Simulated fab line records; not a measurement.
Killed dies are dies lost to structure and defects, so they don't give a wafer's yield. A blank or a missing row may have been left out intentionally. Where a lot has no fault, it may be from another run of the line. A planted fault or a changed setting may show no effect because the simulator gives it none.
fab line records + flow ritCmos
[record]
- lots = 14
- wafers = 42
- lastDay = 8
route steps=202 shown GATE@81 M1@202
lots untouched by any fault: they come from a run of this same line in which no faults occurred
startH: hours from the record's opening day to when the first of the lot's shown wafers began + waitH: time in hours since the lot's previous step + " unchanged from the row above + L1.1+2: a row that stands for several wafers + - no value, or no start given + * or withheld: withheld + < > ~ a bound
route shown NAME@n: NAME is a module with steps in the file, n the number in the route of the first one + usual: average and standard deviation across the fault-free wafers + same: alike in all rows + chamber/n: place in a boat + sites: the reading at each site + _std_site: the standard deviation of these + _edge_site: mean of outer sites minus mean of inner sites + radiusMm: how far each site lies from the wafer's centre + mask NAME#n: copy n + behind: the tool/chamber that last shaped the wafer + hold: the reason the lot was held/the length of the hold in hours/how it ended + device: names the non-switching transistor (n, p or np) + end of line: tests run on the same wafers once the route is complete + where a step has no rows: the recipe by itself + killed: dies that structure and defects cost at the first sort, which is not the same as the wafer's yield + map: dies across one wafer; x = killed, . = not, _ = none there
set.NAME: the run value of the setting; set.NAME@STEP: its run value at that earlier step + model.NAME: the simulator's own value behind a step, which no gauge read
a sample of lots followed through the steps of the route, with each step as a table and each wafer as a row
services: when a tool's chamber went out of use (startH, in hours from the record's first day, below 0 if earlier), for how many hours, and the reason
[[steps]]
[step RIT_GATE_OXIDATION_05]
[recipe]
- tempC = 900
- ambient = O2
- targetThkA = 30
- oxTimeS = 270
[usual]
- spikeTcCentreC = 901.9/1.6
- spikeTcSourceC = 922.5/2.1
- tubeCenterTempC = 900/0.083
- tube_center_temp_C_max = 902.4/0.4
| lot.wafer | tool       | chamber | startH | waitH | spikeTcCentreC | spikeTcSourceC | tubeCenterTempC | tube_center_temp_C_max |
|-----------|------------|---------|--------|-------|----------------|----------------|-----------------|------------------------|
| L753.1    | furnace-03 | 0       | 33.99  | 0.5   | 903.7          | 922.8          | 899.94          | 902.0                  |
| L753.4    | "          | 0       | "      | "     | 904.3          | 923.9          | 900.07          | 902.7                  |
| L753.6    | "          | 0       | "      | "     | 901.9          | 921.1          | 899.91          | 902.2                  |
| L754.2    | furnace-03 | 0       | 38.83  | 0.6   | 904.3          | 924.5          | 900.05          | 902.0                  |
| L754.4    | "          | 0       | "      | "     | 902.7          | 925.0          | 899.98          | 902.1                  |
| L754.6    | "          | 0       | "      | "     | 903.4          | 923.9          | 899.96          | 902.3                  |
| L755.1    | furnace-04 | 0       | 44.29  | 0.1   | 901.7          | 919.8          | 900.1           | 902.1                  |
| L755.5    | "          | 0       | "      | "     | 899.5          | 920.4          | 900.01          | 902.4                  |
| L755.6    | "          | 0       | "      | "     | 900.5          | 921.9          | 900.09          | 902.9                  |
| L756.2    | furnace-04 | 0       | 48.31  | 0.3   | 899.9          | 920.8          | 900.11          | 902.5                  |
| L756.3    | "          | 0       | "      | "     | 901.6          | 920.9          | 899.99          | 902.1                  |
| L756.6    | "          | 0       | "      | "     | 900.0          | 918.5          | 899.84          | 902.1                  |
| L757.1    | furnace-04 | 0       | 57.00  | 2.1   | 900.3          | 920.7          | 900.12          | 902.1                  |
| L757.2    | "          | 0       | "      | "     | 900.5          | 919.5          | 899.95          | 902.9                  |
| L757.6    | "          | 0       | "      | "     | 901.6          | 919.4          | 900.05          | 902.3                  |
| L759.1    | furnace-01 | 0       | 63.81  | 0.1   | 899.7          | 922.7          | 900.08          | 902.8                  |
| L759.3    | "          | 0       | "      | "     | 901.1          | 924.6          | 899.88          | 902.1                  |
| L759.6    | "          | 0       | "      | "     | 901.3          | 925.1          | 900.08          | 902.1                  |
| L760.1    | furnace-01 | 0       | 68.91  | 0.1   | 902.9          | 922.9          | 899.96          | 902.2                  |
| L760.4    | "          | 0       | "      | "     | 901.5          | 923.8          | 900.02          | 902.3                  |
| L760.5    | "          | 0       | "      | "     | 902.0          | 923.1          | 900.06          | 902.0                  |
| L762.1    | furnace-04 | 0       | 82.61  | 1.9   | 899.3          | 920.0          | 900.09          | 902.1                  |
| L762.2    | "          | 0       | "      | "     | 902.3          | 919.5          | 900.04          | 902.2                  |
| L762.4    | "          | 0       | "      | "     | 898.8          | 919.0          | 900.13          | 902.7                  |
| L767.2    | furnace-04 | 0       | 107.19 | 0.0   | 895.4          | 915.5          | 895.05          | 897.6                  |
| L767.5    | "          | 0       | "      | "     | 896.4          | 913.8          | 895             | 898.3                  |
| L767.6    | "          | 0       | "      | "     | 894.0          | 914.3          | 895.04          | 897.2                  |
| L771.1    | furnace-03 | 0       | 123.67 | 0.1   | 902.8          | 924.2          | 900.19          | 902.7                  |
| L771.3    | "          | 0       | "      | "     | 903.6          | 924.5          | 900.03          | 902.2                  |
| L771.5    | "          | 0       | "      | "     | 902.4          | 924.4          | 899.94          | 901.7                  |
| L770.3    | furnace-04 | 0       | 130.03 | 2.7   | 896.2          | 915.9          | 895.01          | 897.0                  |
| L770.4    | "          | 0       | "      | "     | 895.6          | 915.8          | 895.09          | 897.1                  |
| L770.6    | "          | 0       | "      | "     | 897.0          | 916.3          | 895.15          | 897.6                  |
| L774.4    | furnace-03 | 0       | 143.74 | 1.6   | 903.6          | 924.6          | 899.97          | 901.9                  |
| L774.5    | "          | 0       | "      | "     | 905.1          | 922.8          | 900.01          | 902.3                  |
| L774.6    | "          | 0       | "      | "     | 903.5          | 924.5          | 900.06          | 902.2                  |
| L775.1    | furnace-03 | 0       | 150.93 | 2.9   | 905.1          | 923.0          | 899.93          | 902.6                  |
| L775.3    | "          | 0       | "      | "     | 903.1          | 924.3          | 900.11          | 902.6                  |
| L775.6    | "          | 0       | "      | "     | 902.0          | 925.7          | 900.04          | 903.1                  |
| L776.3    | furnace-03 | 0       | 152.01 | 0.2   | 903.0          | 922.9          | 899.98          | 902.0                  |
| L776.4    | "          | 0       | "      | "     | 902.1          | 924.8          | 899.97          | 904.0                  |
| L776.6    | "          | 0       | "      | "     | 904.7          | 924.3          | 900.05          | 901.9                  |
[step RIT_M1_PROBE_99]
[usual]
- killed_at_M0_to_M3 = 0.0/0.083
- killedAtContacts = 0.1/0.23
- killedAtFrontEnd = 7/3.1
- killedDies = 7/3.1
- killedOpen = 3.3/2
- killedShort = 3.6/1.9
[same]
- grossDies = 264
- killed_at_M4_up = 0
- killedAtBackSide = 0
- killedAtOther = 0
| lot.wafer | tool      | chamber | startH | waitH | killed_at_M0_to_M3 | killedAtContacts | killedAtFrontEnd | killedDies | killedOpen | killedShort |
|-----------|-----------|---------|--------|-------|--------------------|------------------|------------------|------------|------------|-------------|
| L776.3    | prober-02 | -       | 180.51 | 0.2   | 0                  | 0                | 3                | 3          | 1          | 2           |
| L776.4    | prober-02 | -       | 180.56 | 0.2   | 0                  | 0                | 3                | 3          | 1          | 2           |
| L776.6    | prober-02 | -       | 180.66 | 0.2   | 0                  | 0                | 5                | 5          | 2          | 3           |
// killed by level:class
L776.3 FOX2:geometricParticle:open=1 GATE:geometricParticle:short=1 SILICIDE:geometricParticle:short=1
L776.4 GATE:geometricParticle:short=2 GATE:geometricParticle:open=1
L776.6 FOX1:geometricParticle:short=1 FOX2:geometricParticle:open=1 GATE:geometricParticle:open=1 SPACER:geometricParticle:short=1 SILICIDE:geometricParticle:short=1
[[services]]
| tool       | chamber | startH | hours | kind |
|------------|---------|--------|-------|------|
| furnace-01 | -       | 55.74  | 4.0   | pm   |
| furnace-04 | -       | 89.52  | 10.4  | pm   |
| furnace-04 | -       | 144.13 | 2.9   | pm   |
[[key]]
[firstSign]
- step = RIT_GATE_OXIDATION_05
- reading = tubeCenterTempC
- direction = down
- sigmas = 55
- usual = *
- struck = *
[effect]
- step = RIT_GATE_OXIDATION_05
- reading = tube_center_temp_C_max
- direction = down
- sigmas = 12
- usual = *
- struck = *
metAt RIT_GATE_OXIDATION_05
struckLots L767,L770
testerLeftOut L767,L770
onsetBetween 82.61 107.19
[fault]
- kind = processParameterDrift
- tool = furnace-04
- chamber = -
- onsetH = 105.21
- steps = RIT_GATE_OXIDATION_05
- channel = tempC
- offset = *
- shape = step
- endH = 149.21
- actsIn = *
- stated = *
// testerLeftOut: of these lots the tester's yield and bins aren't shown, on N5 and GAA mostly nor the transistor test; their killed dies are dies lost to structure and defects alone, not to doping, threshold or leakage, so they don't give the yield
